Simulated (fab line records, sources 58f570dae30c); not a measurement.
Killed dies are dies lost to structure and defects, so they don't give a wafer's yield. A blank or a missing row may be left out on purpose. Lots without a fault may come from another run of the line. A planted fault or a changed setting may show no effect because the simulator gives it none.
Which tool did it? | flow berkeley_cmos170 | 15 lots, 45 wafers sampled, at 6 steps of a route of 331

WHAT THE GAUGES READ, wafer by wafer
UCB170_NVT_OVL_MEAS_06.
lot  | measured     | on         | NVT_OVL (nm)
L924 | day 6 11:04  | overlay-02 | -15 -4 -1
L927 | day 6 21:34  | overlay-02 | -3 1 -5
L928 | day 7 10:59  | overlay-02 | 1 -2 -4
L932 | day 7 22:32  | overlay-02 | 0 1 7
L933 | day 8 18:25  | overlay-01 | 7 3 8
L934 | day 8 18:34  | overlay-02 | 6 4 6
L936 | day 9 05:18  | overlay-02 | 1 2 2
L938 | day 9 05:33  | overlay-01 | -7 1 -2
L937 | day 9 05:54  | overlay-02 | 6 5 5
L939 | day 9 19:43  | overlay-01 | -2 -7 -12
L942 | day 10 14:59 | overlay-02 | 5 1 9
L944 | day 10 19:17 | overlay-01 | 3 -1 -7
L945 | day 11 05:58 | overlay-02 | -1 4 6
L946 | day 11 18:07 | overlay-02 | -7 -5 -10
L947 | day 11 18:23 | overlay-02 | 13 -3 12

UCB170_NLDD_OVL_MEAS_07.
lot  | measured     | on         | NLDD_OVL (nm)
L924 | day 7 08:55  | overlay-02 | 3 3 4
L927 | day 7 16:40  | overlay-02 | 1 0 0
L928 | day 8 08:21  | overlay-01 | -8 -4 2
L932 | day 8 21:33  | overlay-02 | 0 -1 4
L933 | day 10 05:39 | overlay-02 | 1 -3 7
L934 | day 10 07:21 | overlay-02 | 6 -3 7
L936 | day 10 06:50 | overlay-01 | -6 -10 -4
L938 | day 10 06:48 | overlay-02 | -1 -4 -5
L937 | day 10 07:05 | overlay-02 | 1 2 13
L939 | day 10 16:23 | overlay-01 | 6 5 1
L942 | day 11 16:27 | overlay-01 | -3 0 -4
L944 | day 11 16:40 | overlay-02 | -3 -2 0
L945 | day 12 05:10 | overlay-02 | 0 4 0
L946 | day 12 16:08 | overlay-01 | 3 1 6
L947 | day 12 16:24 | overlay-02 | 1 6 -6

UCB170_NLDD_TW_MEAS_11.
lot  | measured     | on            | NLDD_TW
L924 | day 7 09:22  | film_metro-01 | 2225 2224 2232
L927 | day 7 17:06  | film_metro-01 | 2227 2220 2225
L928 | day 8 08:47  | film_metro-01 | 2208 2211 2202
L932 | day 8 21:59  | film_metro-01 | 2199 2211 2201
L933 | day 10 06:05 | film_metro-02 | 2147 2141 2148
L934 | day 10 07:48 | film_metro-02 | 2134 2150 2140
L936 | day 10 07:16 | film_metro-01 | 2155 2165 2153
L938 | day 10 07:14 | film_metro-02 | 2201 2206 2201
L937 | day 10 07:32 | film_metro-02 | 2201 2193 2201
L939 | day 10 16:50 | film_metro-01 | 2222 2217 2226
L942 | day 11 16:53 | film_metro-01 | 2218 2201 2205
L944 | day 11 17:06 | film_metro-03 | 2228 2239 2218
L945 | day 12 05:37 | film_metro-01 | 2204 2184 2207
L946 | day 12 16:34 | film_metro-01 | 2212 2206 2199
L947 | day 12 16:52 | film_metro-01 | 2200 2206 2208

UCB170_SDANNEAL_RS_MEAS_05: measures by four-point-probe.
lot  | measured     | on            | NLDD_RS (ohm/sq)
L924 | day 7 21:44  | film_metro-02 | 614.6 612.4 614.6
L927 | day 8 07:05  | film_metro-03 | 618.4 617.5 619.0
L928 | day 8 20:04  | film_metro-02 | 615.0 616.2 616.5
L932 | day 9 13:47  | film_metro-03 | 617.6 617.3 618.1
L933 | day 10 18:01 | film_metro-01 | 655.5 657.4 656.2
L934 | day 10 19:04 | film_metro-03 | 657.2 656.5 659.3
L936 | day 10 18:31 | film_metro-03 | 659.0 659.3 659.3
L938 | day 10 18:31 | film_metro-01 | 616.4 616.1 615.6
L937 | day 10 18:47 | film_metro-02 | 618.0 617.3 616.6
L939 | day 11 05:17 | film_metro-01 | 614.2 614.3 615.3
L942 | day 12 06:53 | film_metro-02 | 614.6 616.0 615.0
L944 | day 12 07:04 | film_metro-03 | 618.3 617.1 618.5
L945 | day 12 17:45 | film_metro-01 | 614.8 614.4 614.5
L946 | day 13 02:55 | film_metro-02 | 616.6 615.3 616.6
L947 | day 13 03:52 | film_metro-03 | 617.6 616.7 616.7

WHICH TOOL RAN EACH LOT (tool, then ch and the chambers of the sampled wafers, then the start)
lot  | UCB170_PLDD_STRIP_10                 | UCB170_NLDD_IMPLANT_09
L924 | plasma_asher-03 ch 0,1, day 7 06:54  | implanter-04 ch 0, day 7 09:07
L927 | plasma_asher-01 ch 0,1, day 7 15:22  | implanter-02 ch 0, day 7 16:52
L928 | plasma_asher-01 ch 0,1, day 8 06:52  | implanter-03 ch 0, day 8 08:34
L932 | plasma_asher-01 ch 0,1, day 8 20:00  | implanter-02 ch 0, day 8 21:45
L933 | plasma_asher-01 ch 0,1, day 10 03:32 | implanter-02 ch 0, day 10 05:52
L934 | plasma_asher-01 ch 0,1, day 10 04:40 | implanter-02 ch 0, day 10 07:36
L936 | plasma_asher-03 ch 0,1, day 10 04:16 | implanter-02 ch 0, day 10 07:02
L938 | plasma_asher-01 ch 0,1, day 10 04:16 | implanter-03 ch 0, day 10 07:01
L937 | plasma_asher-03 ch 0,1, day 10 04:32 | implanter-03 ch 0, day 10 07:17
L939 | plasma_asher-03 ch 1, day 10 14:14   | implanter-04 ch 0, day 10 16:34
L942 | plasma_asher-03 ch 0, day 11 13:37   | implanter-04 ch 0, day 11 16:38
L944 | plasma_asher-02 ch 0,1, day 11 13:53 | implanter-03 ch 0, day 11 16:51
L945 | plasma_asher-01 ch 0,1, day 12 03:40 | implanter-04 ch 0, day 12 05:22
L946 | plasma_asher-02 ch 0,1, day 12 14:49 | implanter-04 ch 0, day 12 16:19
L947 | plasma_asher-03 ch 0,1, day 12 15:05 | implanter-03 ch 0, day 12 16:38
- UCB170_PLDD_STRIP_10: strips in O2.
- UCB170_NLDD_IMPLANT_09

WHAT THE TOOLS THEMSELVES READ (means of the sampled wafers that have a number; where no wafer has one, the mark that the record gives instead)
UCB170_PLDD_STRIP_10.
lot  | tool            | drypump_motor_current_A (A) | oes_product_au (a.u.) | strip_time_to_endpoint_s (s)
L924 | plasma_asher-03 | 5.8                         | 0.738                 | 21.59
L927 | plasma_asher-01 | 5.9                         | 0.735                 | 21.62
L928 | plasma_asher-01 | 5.9                         | 0.737                 | 21.67
L932 | plasma_asher-01 | 5.9                         | 0.732                 | 21.54
L933 | plasma_asher-01 | 6.0                         | 0.733                 | 21.62
L934 | plasma_asher-01 | 5.9                         | 0.733                 | 21.56
L936 | plasma_asher-03 | 5.4                         | 0.734                 | 21.61
L938 | plasma_asher-01 | 5.9                         | 0.732                 | 21.67
L937 | plasma_asher-03 | 5.8                         | 0.730                 | 21.63
L939 | plasma_asher-03 | 5.1                         | 0.737                 | 21.64
L942 | plasma_asher-03 | 6.1                         | 0.739                 | 21.59
L944 | plasma_asher-02 | 5.1                         | 0.732                 | 21.67
L945 | plasma_asher-01 | 5.9                         | 0.732                 | 21.61
L946 | plasma_asher-02 | 5.6                         | 0.736                 | 21.64
L947 | plasma_asher-03 | 5.4                         | 0.736                 | 21.66

UCB170_NLDD_IMPLANT_09.
lot  | tool         | dose_ions_cm2 | faraday_current_uA
L924 | implanter-04 | 5e+13         | 161
L927 | implanter-02 | 5e+13         | 162
L928 | implanter-03 | 5e+13         | 158
L932 | implanter-02 | 5e+13         | 159
L933 | implanter-02 | 4e+13         | 128
L934 | implanter-02 | 4e+13         | 131
L936 | implanter-02 | 4e+13         | 128
L938 | implanter-03 | 5e+13         | 160
L937 | implanter-03 | 5e+13         | 160
L939 | implanter-04 | 5e+13         | 159
L942 | implanter-04 | 5e+13         | 161
L944 | implanter-03 | 5e+13         | 158
L945 | implanter-04 | 5e+13         | 157
L946 | implanter-04 | 5e+13         | 163
L947 | implanter-03 | 5e+13         | 160

THE ANSWER, worked out from the rows above alone
Rule: what is usual is taken from the lots themselves. Put in order of their means at a reading, lots are off if they are a third of the lots or fewer, leave a main group of 4 or more, and stand apart from it by a gap of 3 or more times the standard deviation of the main group's means; of several such gaps the widest counts. A main group whose means are all the same, to the digits that the tables above print for the reading, isn't used. A lot without any number at a reading at which 4 lots or more have one is off too. The other lots that the step has rows for count as sound. The gauges are gone through in route order, then the tools' own readings, and for those a lot's mean is taken as printed above. The first step at which some lot is off is used, and at that step the reading that is off furthest; a lot without a number counts as furthest.
Off: L933, L934, L936, at UCB170_NLDD_TW_MEAS_11 (NLDD_TW). The main group: mean 2211, standard deviation 11.
A tool fits if, at a process step before that reading, it ran every lot that is off, and no sound lot after the first of them. The gauges at UCB170_NLDD_TW_MEAS_11 aren't tried: what is off there is off at UCB170_NLDD_IMPLANT_09 too, on other tools, and a gauge's error can't cause that. One fits: implanter-02 at UCB170_NLDD_IMPLANT_09. Its last sound lot is L932 (day 8 21:45), its first lot that is off L933 (day 10 05:52): a fault that began between those two fits.
The tool's own readings at UCB170_NLDD_IMPLANT_09 bear it out: on the lots that are off they differ by more than 5 times the standard deviation of the sound lots' means. dose_ions_cm2 reads 4e+13 there against 5e+13 on the sound lots; faraday_current_uA reads 129 there against 160 on the sound lots.

WHAT THE SIMULATOR HAD PUT IN
Process parameter drift: implanter-02, from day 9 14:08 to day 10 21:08, at UCB170_NLDD_IMPLANT_09. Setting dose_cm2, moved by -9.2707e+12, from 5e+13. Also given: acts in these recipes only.
Lots struck among those shown: L933, L934, L936. The rule above found the same.
